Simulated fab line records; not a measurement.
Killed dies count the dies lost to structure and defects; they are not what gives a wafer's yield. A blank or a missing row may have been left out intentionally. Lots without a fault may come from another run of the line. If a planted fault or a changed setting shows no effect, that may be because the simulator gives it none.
The same fault as seen by 2 desks    flow berkeleyCmos170    each desk holds nothing but its own numbers, with what lay behind them at the end

## THE METROLOGY DESK
Lot by lot, what the gauges showed, no matter which tool ran the lot: averages of those sampled wafers that carry a number. If a lot's mean is further than 4 standard deviations from the usual mean, the lot is out of limits and carries the mark OUT (the distance appears in the brackets).
Columns: A = V1_OVL at UCB170_V1_OVL_MEAS_13, usual -3 nm
lot   first seen here  A
L975  day 8 09:33      -0
L974  day 8 15:26      2
L979  day 9 15:34      -7
L980  day 9 16:23      4
L982  day 10 06:54     -6
L985  day 10 13:21     4
L983  day 10 14:26     -3
L988  day 11 02:46     4
L990  day 11 17:08     -1
L994  day 12 03:42     -1
L991  day 12 05:47     -10
L993  day 12 05:53     -3
L995  day 12 19:59     -4
L997  day 12 21:28     -4
This desk found nothing out of limits on any of the 14 lots.

## DESK OF THE TOOL OWNER: pvdSputter-01
The tool's own readings at UCB170_M2_SPUTTER_01 (material Al, target thk 900 nm, time 120 s): means of the sampled wafers that have a number, for each lot that ran on this tool. If a lot's mean is further than 4 standard deviations from the usual mean, the lot is out of limits and carries the mark OUT (the distance appears in the brackets).
Columns: A = chamberPressurePa at UCB170_M2_SPUTTER_01, usual 0.5002 Pa; B = throttleValvePct at UCB170_M2_SPUTTER_01, usual 29.7 %
lot   first seen here  A                  B
L975  day 8 10:03      0.5008             30.5
L974  day 8 16:02      0.4994             29.6
L980  day 9 16:53      0.5001             29.6
L982  day 10 07:23     0.4999             29.6
L988  day 11 03:20     0.5008             28.7
L990  day 11 17:38     0.5087 (+7.8) OUT  29.6
L991  day 12 06:17     0.5082 (+7.3) OUT  29.4
This desk finds L990, L991 out of limits, L990 being first, at day 11 17:38 (chamberPressurePa at UCB170_M2_SPUTTER_01). Within limits: L975, L974, L980, L982, L988.

## PUT TOGETHER
An alarm could have come from the tool owner's desk at day 11 17:38, on L990, L991.
The metrology desk saw nothing out of limits.
The metrology desk has L990, L991 on record, within its limits.
Every lot named ran UCB170_M2_SPUTTER_01 on pvdSputter-01.

## WHAT THE SIMULATOR HAD INSERTED
Process parameters drifting: pvdSputter-01 at UCB170_M2_SPUTTER_01, beginning at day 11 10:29. From 0.5, the setting chamberPressurePa moved by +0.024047. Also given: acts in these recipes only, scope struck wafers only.
Shown lots that were struck: L990, L991.
Hours from the fault's start to each desk's first reading out of limits: the tool owner's desk, 7.
